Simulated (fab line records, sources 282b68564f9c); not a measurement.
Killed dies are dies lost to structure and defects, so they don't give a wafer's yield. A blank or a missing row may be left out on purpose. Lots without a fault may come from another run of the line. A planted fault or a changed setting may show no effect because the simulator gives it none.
Split-lot experiment | flow rit_cmos | 5 lots, 23 wafers read, on a route of 202 steps

THE SPLIT
At RIT_NLDD_IMPLANT_08, the setting energy_kev was moved away from the recipe's 20 on 9 of the 23 wafers read, by +3.7% to +4.4%. The other wafers ran this setting at the recipe's value.

The reading is taken at the split's own step.

THE READING
implant.drp_nm (the simulator's own value, which no gauge read), in nm, at RIT_NLDD_IMPLANT_08. The file gives no usual value for it.

wafer  | tool, chamber at the split | energy_kev as run | against the recipe | implant.drp_nm, nm | against lot-mates on the recipe
L074.1 | implanter-04, 0            | 20.87             | +4.4%              | 13.31              | +0.34
L074.2 | implanter-04, 0            | 20.87             | +4.4%              | 13.31              | +0.34
L074.5 | implanter-04, 0            | 20.87             | +4.4%              | 13.31              | +0.34
L074.3 | implanter-04, 0            | 20                | recipe             | 12.97              | -
L074.6 | implanter-04, 0            | 20                | recipe             | 12.97              | -
L075.1 | implanter-02, 0            | 20.83             | +4.1%              | 13.29              | +0.32
L075.2 | implanter-02, 0            | 20.83             | +4.1%              | 13.29              | +0.32
L075.4 | implanter-02, 0            | 20.83             | +4.1%              | 13.29              | +0.32
L075.5 | implanter-02, 0            | 20                | recipe             | 12.97              | -
L075.6 | implanter-02, 0            | 20                | recipe             | 12.97              | -
L076.1 | implanter-04, 0            | 20                | recipe             | 12.97              | -
L076.2 | implanter-04, 0            | 20                | recipe             | 12.97              | -
L076.3 | implanter-04, 0            | 20.74             | +3.7%              | 13.26              | +0.29
L076.4 | implanter-04, 0            | 20.74             | +3.7%              | 13.26              | +0.29
L076.5 | implanter-04, 0            | 20.74             | +3.7%              | 13.26              | +0.29
L082.2 | implanter-02, 0            | 20                | recipe             | 12.97              | -
L082.3 | implanter-02, 0            | 20                | recipe             | 12.97              | -
L082.4 | implanter-02, 0            | 20                | recipe             | 12.97              | -
L082.5 | implanter-02, 0            | 20                | recipe             | 12.97              | -
L082.6 | implanter-02, 0            | 20                | recipe             | 12.97              | -
L084.2 | implanter-02, 0            | 20                | recipe             | 12.97              | -
L084.3 | implanter-02, 0            | 20                | recipe             | 12.97              | -
L084.6 | implanter-02, 0            | 20                | recipe             | 12.97              | -

THE FIT
A straight line over all 23 wafers: implant.drp_nm changes by +0.0778 nm for each +1% of energy_kev; r = +1.00; the points scatter about the line by 0.0015 nm.
The same after taking each lot's own level away (the mean of its wafers on the recipe; 23 wafers): +0.0778 nm for each +1%; r = +1.00; scatter 0.0015 nm.
On that fit, the largest move of energy_kev shifts the reading by 0.34 nm.
The lots' own levels span 12.970 to 12.970 nm.
So the lot-to-lot level changes the slope little: the two slopes agree.
Check: with one of the wafers moved furthest among these (+4.4%) left out of the fit, the line predicts +0.338 nm for it against its lot-mates. It came out at +0.34 nm against them.

OTHER SPLITS ON THESE WAFERS
These wafers also went through other splits before the reading. Each is held against what the fit with the lots' levels taken away leaves over:
other split on the same wafers     | wafers away from the commonest value | r with implant.drp_nm (lot level and that fit taken away)
RIT_ACTIVE_COAT_06 resist_thk_nm   | 9                                    | -0.33
RIT_ACTIVE_HARDBAKE_12 temp_c      | 5                                    | -0.26
RIT_ACTIVE_STRIP_14 pressure_mtorr | 18                                   | -0.25
RIT_NRETRO_COAT_01 spin_rpm        | 11                                   | +0.15
RIT_NRETRO_IMPLANT_08 dose_cm2     | 9                                    | +0.29
RIT_PRETRO_COAT_01 resist_thk_nm   | 10                                   | -0.10
RIT_PRETRO_IMPLANT_08 energy_kev   | 5                                    | -0.54
RIT_GATE_DEVELOP_15 dev_temp_c     | 9                                    | -0.26

THE WHOLE CHAIN: every reading that the file lists as answering this split, in the file's order
step                | what it does | reading                                                         | change (the file's fit)                | r (the file's)
RIT_NLDD_IMPLANT_08 |              | implant.rp_nm (the simulator's own value, which no gauge read)  | +0.184 nm for each +1% of the setting  | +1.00
RIT_NLDD_IMPLANT_08 |              | implant.drp_nm (the simulator's own value, which no gauge read) | +0.0776 nm for each +1% of the setting | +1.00

THE FILE'S OWN FIT
implant.drp_nm changes by +0.0776 nm for each +1% of energy_kev, r = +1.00.
